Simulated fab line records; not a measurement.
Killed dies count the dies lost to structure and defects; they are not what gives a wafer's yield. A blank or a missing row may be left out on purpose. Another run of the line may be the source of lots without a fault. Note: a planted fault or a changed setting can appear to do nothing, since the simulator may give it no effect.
Chamber matching :: flow berkeley cmos170 :: rie diel-02 running UCB170_SPACER_ETCHBACK_03: 4 sister chambers
The step etches SiO2 in CHF3/CF4/Ar, stops on Si, target depth 376 nm, time 100 s. 8 wafers are shown with their chamber, then 7 later ones without.

## EACH WAFER AND ITS CHAMBER
wafer: L601.4
chamber: 0
throttle valve pct (%): 6.33
drypump motor current A (A): 5.3

wafer: L605.1
chamber: 0
throttle valve pct (%): 6.33
drypump motor current A (A): 5.3

wafer: L605.3
chamber: 2
throttle valve pct (%): 6.51
drypump motor current A (A): 5.3

wafer: L613.1
chamber: 3
throttle valve pct (%): 6.42
drypump motor current A (A): 5.1

wafer: L613.2
chamber: 1
throttle valve pct (%): 6.49
drypump motor current A (A): 5.1

wafer: L613.5
chamber: 3
throttle valve pct (%): 6.43
drypump motor current A (A): 5.1

wafer: L615.1
chamber: 2
throttle valve pct (%): 6.51
drypump motor current A (A): 5.2

wafer: L615.2
chamber: 1
throttle valve pct (%): 6.48
drypump motor current A (A): 5.0

## WAFERS WITHOUT THEIR CHAMBER
wafer: L615.5
throttle valve pct (%): 6.43
drypump motor current A (A): 5.1

wafer: L621.1
throttle valve pct (%): 6.44
drypump motor current A (A): 5.1

wafer: L621.2
throttle valve pct (%): 6.30
drypump motor current A (A): 5.3

wafer: L621.3
throttle valve pct (%): 6.48
drypump motor current A (A): 5.1

wafer: L617.2
throttle valve pct (%): 6.48
drypump motor current A (A): 5.1

wafer: L617.4
throttle valve pct (%): 6.41
drypump motor current A (A): 5.1

wafer: L617.6
throttle valve pct (%): 6.47
drypump motor current A (A): 5.1

## WHICH CHAMBER EACH WENT THROUGH
wafer: L615.5
from the rows above: 3
in truth: 3

wafer: L621.1
from the rows above: 3
in truth: 3

wafer: L621.2
from the rows above: 0
in truth: 0

wafer: L621.3
from the rows above: 1
in truth: 1

wafer: L617.2
from the rows above: 1
in truth: 1

wafer: L617.4
from the rows above: 3
in truth: 3

wafer: L617.6
from the rows above: 1
in truth: 1
7 of 7 placed correctly. Not placeable from these rows: 0. Placed wrongly: 0.
How it was worked out, from the rows above alone: a wafer's distance from a chamber is the root of the sum, over the readings, of the square of ((its reading less the chamber's mean) divided by the reading's scatter). The wafer belongs to the nearest chamber; if the next one is less than 2 further off, it can't be placed. For every chamber, the mean is computed from those of its wafers that are shown. How the scatter is found: for the shown wafers, subtract from each reading the mean of its chamber, square and add these, divide the total by (wafers less chambers), then take the root.
